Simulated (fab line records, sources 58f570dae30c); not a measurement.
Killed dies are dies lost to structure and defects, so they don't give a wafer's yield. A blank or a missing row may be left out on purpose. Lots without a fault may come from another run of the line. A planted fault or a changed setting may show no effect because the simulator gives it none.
Problem report in the 8D (eight disciplines) form, filled by code | flow berkeley_cmos170 | the parts of the form that need people (team, actions taken, sign-off) are left out

1. THE PROBLEM
NWELL_NITRIDE_THK at UCB170_NWELL_THK_MEAS_05 reads a mean of 406.7 nm on 9 wafers of 3 lots; wafers without a fault read 225.7 nm with a standard deviation of 2.1. That is +86 standard deviations from the usual mean.
First seen on wafer L995.2, day 4 06:04, on film_metro-01. The record holds 45 wafers of 15 lots with a number at this step. Rule for "out", or "out of limits": more than 4 standard deviations from the usual mean. The other wafers with a number count as sound.

2. WHAT IT IS AND WHAT IT IS NOT
question                    | is                           | is not
which readings at this step | NWELL_NITRIDE_THK            | -
which lots                  | L995, L997, L998             | L100, L101, L104, L105, L106, L107, L108, L985, L986, L987, L989, L990
which wafers of those lots  | all that have a number       | -
read on which gauges        | film_metro-01, film_metro-03 | film_metro-02
when                        | from day 4 06:04             | up to then (15 sound wafers); but 21 sound wafers of L100, L101, L104, L105, L106, L107, L108 came after

3. SUSPECTS, AND WHAT RULES EACH OUT
Counting: a tool at a process step up to the reading stays a suspect if it ran every lot that is out and no sound lot after the first of them.
- the gauge at UCB170_NWELL_THK_MEAS_05: ruled out. The wafers that are out were read on 2 gauges (film_metro-01, film_metro-03).
- lpcvd-02 at UCB170_NWELL_CVD_04 (deposits Si3N4 from SiH2Cl2/NH3, target thk 224 nm, time 3360 s): kept. It ran every lot that is out, first L995 (day 4 04:07), and no sound lot after that; its last sound lot up to then is L990 (day 3 04:42).
Left after counting: lpcvd-02 at UCB170_NWELL_CVD_04.

4. THE CAUSE (what the simulator had put in)
Process parameter drift: lpcvd-02, from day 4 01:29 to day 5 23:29, at UCB170_NWELL_CVD_04. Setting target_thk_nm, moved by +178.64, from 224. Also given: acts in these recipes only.
Counting left only this tool.

5. THE CHAIN OF EFFECTS, in route order
Each row: a reading whose mean over the struck wafers that have a number lies more than 3 standard deviations from the usual. Only readings for which the record gives a usual standard deviation are gone through. hours: the time from each lot's start at the first step in this table that gives one to its start at this step, as a median over the lots. sigmas: the change in usual standard deviations.
hours | step                     | reading           | usual      | on struck wafers | change | sigmas
0     | UCB170_NWELL_THK_MEAS_05 | NWELL_NITRIDE_THK | 225.7 nm   | 406.7            | +181.0 | +86
1     | UCB170_NWELL_ETCH_13     | oes_product_au    | 0.951 a.u. | 1.013            | +0.062 | +4.4
The process steps in it:
- UCB170_NWELL_ETCH_13: etches Si3N4 in CH3F/Ar/O2, stops on SiO2, target depth 246.4 nm, time 154 s.

6. WHAT WOULD HAVE CAUGHT IT SOONER
In this record the first reading out of limits at a measuring or inspecting step was taken at day 4 06:04, 5 hours after the fault began at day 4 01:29.
Of the tool readings at UCB170_NWELL_CVD_04 for which the record gives a usual standard deviation, none was out on any struck wafer, so an alarm limit of 4 standard deviations on them would not have fired.
Of the lots that are out (3), L997, L998 began UCB170_NWELL_CVD_04 on lpcvd-02 after day 4 06:04. A hold on the tool at that time would have spared those 2.
